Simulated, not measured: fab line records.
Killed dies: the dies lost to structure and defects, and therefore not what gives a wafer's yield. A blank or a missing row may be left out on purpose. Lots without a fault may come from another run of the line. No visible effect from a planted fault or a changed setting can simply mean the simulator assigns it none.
Chamber matching    flow rit_cmos    RIT_GATE_ETCH_19 on rie_si-01: 4 sister chambers
The step etches poly-Si in SF6/CHF3/O2, stops on SiO2, time 165 s, target depth 312.5 nm. 8 wafers are shown with their chamber, then 7 later ones without.

## EACH WAFER AND ITS CHAMBER
wafer   chamber  throttle_valve_pct (%)  drypump_motor_current_A (A)
L307.2  0        10.12                   6.1
L307.4  3        10.28                   6.0
L309.5  2        10.17                   6.1
L315.1  0        10.12                   6.1
L315.3  2        10.17                   6.1
L315.4  1        10.12                   6.0
L317.1  3        10.27                   6.1
L317.2  1        10.11                   6.0

## WAFERS WHOSE CHAMBER IS MISSING
wafer   throttle_valve_pct (%)  drypump_motor_current_A (A)
L317.4  10.12                   6.1
L323.3  10.11                   6.0
L323.4  10.18                   6.1
L323.5  10.11                   6.0
L325.2  10.29                   6.0
L325.5  10.27                   6.1
L325.6  10.17                   6.2

## THE CHAMBER EACH PASSED THROUGH
wafer   from the rows above  in truth
L317.4  0                    0
L323.3  1                    1
L323.4  2                    2
L323.5  1                    1
L325.2  3                    3
L325.5  3                    3
L325.6  2                    2
Placed correctly: 7 of 7. Can't be placed from these rows: 0. Placed wrongly: 0.
How it was worked out, from the rows above alone: a wafer's distance from a chamber is the root of the sum, over the readings, of the square of ((its reading less the chamber's mean) divided by the reading's scatter). The wafer belongs to the nearest chamber; if the next one is less than 2 further off, it can't be placed. Each chamber's mean is taken over the wafers shown for it. The scatter: take each reading less its chamber's mean, square it, sum over the shown wafers, divide by the number of wafers less the number of chambers, and take the root.
